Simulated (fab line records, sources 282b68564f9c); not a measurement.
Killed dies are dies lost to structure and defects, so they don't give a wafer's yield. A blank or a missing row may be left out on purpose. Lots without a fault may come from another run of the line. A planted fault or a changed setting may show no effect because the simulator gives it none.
Which tool did it? | flow rit_cmos | 15 lots, 45 wafers sampled, at 1 step of a route of 202

WHAT THE GAUGES READ, wafer by wafer
The record holds no reading of a measuring or inspecting step that can be judged against a usual standard deviation.

WHICH TOOL RAN EACH LOT (tool, then ch and the chambers of the sampled wafers, then the start)
lot  | RIT_NSD_EXPOSE_03
L833 | iline_stepper-02 ch 0, day 2 23:28
L834 | iline_stepper-01 ch 0, day 3 03:41
L835 | iline_stepper-02 ch 0, day 3 08:17
L837 | iline_stepper-01 ch 0, day 3 19:56
L839 | iline_stepper-02 ch 0, day 4 04:42
L840 | iline_stepper-01, day 4 09:14
L841 | iline_stepper-02, day 4 16:05
L842 | iline_stepper-02, day 4 20:58
L848 | iline_stepper-02 ch 0, day 6 01:31
L849 | iline_stepper-01 ch 0, day 6 07:26
L850 | iline_stepper-01 ch 0, day 6 12:28
L851 | iline_stepper-02 ch 0, day 6 17:45
L852 | iline_stepper-02 ch 0, day 6 21:10
L853 | iline_stepper-01 ch 0, day 7 02:55
L856 | iline_stepper-01 ch 0, day 7 17:08
- RIT_NSD_EXPOSE_03: exposes mask M9, target cd 40700 nm.

WHAT THE TOOLS THEMSELVES READ (means of the sampled wafers that have a number; where no wafer has one, the mark that the record gives instead)
RIT_NSD_EXPOSE_03.
lot  | tool             | exposure_dose_mJ_cm2 | focus_offset_nm (nm) | reticle_temp_C (C)
L833 | iline_stepper-02 | 250.05               | 0.4                  | 22.98
L834 | iline_stepper-01 | 250.44               | 0.2                  | 23.04
L835 | iline_stepper-02 | 249.97               | 0.1                  | 23.05
L837 | iline_stepper-01 | 249.76               | 0.1                  | 22.99
L839 | iline_stepper-02 | 249.81               | 0.2                  | 23.11
L840 | iline_stepper-01 | -                    | -                    | -
L841 | iline_stepper-02 | -                    | -                    | -
L842 | iline_stepper-02 | -                    | -                    | -
L848 | iline_stepper-02 | 250.08               | 0.0                  | 23.10
L849 | iline_stepper-01 | 250.38               | -0.1                 | 23.00
L850 | iline_stepper-01 | 250.19               | -0.4                 | 23.07
L851 | iline_stepper-02 | 250.01               | 0.2                  | 22.92
L852 | iline_stepper-02 | 249.85               | -0.7                 | 23.01
L853 | iline_stepper-01 | 250.31               | 0.2                  | 22.96
L856 | iline_stepper-01 | 249.87               | -0.3                 | 22.90

THE ANSWER, worked out from the rows above alone
Rule: what is usual is taken from the lots themselves. Put in order of their means at a reading, lots are off if they are a third of the lots or fewer, leave a main group of 4 or more, and stand apart from it by a gap of 3 or more times the standard deviation of the main group's means; of several such gaps the widest counts. A main group whose means are all the same, to the digits that the tables above print for the reading, isn't used. A lot without any number at a reading at which 4 lots or more have one is off too. The other lots that the step has rows for count as sound. The gauges are gone through in route order, then the tools' own readings, and for those a lot's mean is taken as printed above. The first step at which some lot is off is used, and at that step the reading that is off furthest; a lot without a number counts as furthest.
Off: L840, L841, L842, at RIT_NSD_EXPOSE_03 (exposure_dose_mJ_cm2). Without a number there: L840, L841, L842. The main group: mean 250.06, standard deviation 0.22.
A tool fits if, at that step or a process step before it, it ran every lot that is off, and no sound lot after the first of them. None of those tried fits.

WHAT THE SIMULATOR HAD PUT IN
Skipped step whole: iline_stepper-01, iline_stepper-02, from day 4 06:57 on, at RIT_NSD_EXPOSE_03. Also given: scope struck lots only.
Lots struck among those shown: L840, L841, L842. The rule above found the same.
